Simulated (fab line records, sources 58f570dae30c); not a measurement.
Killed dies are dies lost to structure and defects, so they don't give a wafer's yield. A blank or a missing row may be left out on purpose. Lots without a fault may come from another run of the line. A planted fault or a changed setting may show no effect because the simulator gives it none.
Split-lot experiment | flow berkeley_cmos170 | 5 lots, 23 wafers read, on a route of 331 steps

THE SPLIT
At UCB170_PFIELD_IMPLANT_07, the setting energy_kev was moved away from the recipe's 80 on 5 of the 23 wafers read, by -1.9% to +1.6%. The other wafers ran this setting at the recipe's value.

The reading is taken at the split's own step.

THE READING
implant.drp_nm (the simulator's own value, which no gauge read), in nm, at UCB170_PFIELD_IMPLANT_07. The file gives no usual value for it.

wafer  | tool, chamber at the split | energy_kev as run | against the recipe | implant.drp_nm, nm | against lot-mates on the recipe
L074.1 | implanter-01, 0            | 81.28             | +1.6%              | 75.42              | +0.56
L074.2 | implanter-01, 0            | 81.28             | +1.6%              | 75.42              | +0.56
L074.3 | implanter-01, 0            | 80                | recipe             | 74.86              | -
L074.5 | implanter-01, 0            | 80                | recipe             | 74.86              | -
L074.6 | implanter-01, 0            | 80                | recipe             | 74.86              | -
L077.1 | implanter-01, 0            | 80                | recipe             | 74.86              | -
L077.4 | implanter-01, 0            | 80                | recipe             | 74.86              | -
L077.6 | implanter-01, 0            | 80                | recipe             | 74.86              | -
L078.2 | implanter-02, 0            | 80                | recipe             | 74.86              | -
L078.5 | implanter-02, 0            | 80                | recipe             | 74.86              | -
L078.3 | implanter-02, 0            | 78.49             | -1.9%              | 74.17              | -0.69
L078.4 | implanter-02, 0            | 78.49             | -1.9%              | 74.17              | -0.69
L078.6 | implanter-02, 0            | 78.49             | -1.9%              | 74.17              | -0.69
L079.1 | implanter-03, 0            | 80                | recipe             | 74.86              | -
L079.2 | implanter-03, 0            | 80                | recipe             | 74.86              | -
L079.3 | implanter-03, 0            | 80                | recipe             | 74.86              | -
L079.4 | implanter-03, 0            | 80                | recipe             | 74.86              | -
L079.6 | implanter-03, 0            | 80                | recipe             | 74.86              | -
L085.1 | implanter-02, 0            | 80                | recipe             | 74.86              | -
L085.3 | implanter-02, 0            | 80                | recipe             | 74.86              | -
L085.4 | implanter-02, 0            | 80                | recipe             | 74.86              | -
L085.5 | implanter-02, 0            | 80                | recipe             | 74.86              | -
L085.6 | implanter-02, 0            | 80                | recipe             | 74.86              | -

THE FIT
A straight line over all 23 wafers: implant.drp_nm changes by +0.36 nm for each +1% of energy_kev; r = +1.00; the points scatter about the line by 0.0056 nm.
The same after taking each lot's own level away (the mean of its wafers on the recipe; 23 wafers): +0.36 nm for each +1%; r = +1.00; scatter 0.0056 nm.
On that fit, the largest move of energy_kev shifts the reading by 0.68 nm.
The lots' own levels span 74.860 to 74.860 nm.
So the lot-to-lot level changes the slope little: the two slopes agree.
Check: with one of the wafers moved furthest among these (-1.9%) left out of the fit, the line predicts -0.68 nm for it against its lot-mates. It came out at -0.69 nm against them.

OTHER SPLITS ON THESE WAFERS
These wafers also went through other splits before the reading. Each is held against what the fit with the lots' levels taken away leaves over:
other split on the same wafers     | wafers away from the commonest value | r with implant.drp_nm (lot level and that fit taken away)
UCB170_ZERO_STRIP_07 o2_flow_sccm  | 7                                    | +0.74
UCB170_NWELL_IMPLANT_14 energy_kev | 8                                    | +0.07
UCB170_ACTIVE_STRIP_16 power_w     | 10                                   | +0.22

THE FILE'S OWN FIT
implant.drp_nm changes by +0.359 nm for each +1% of energy_kev, r = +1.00.
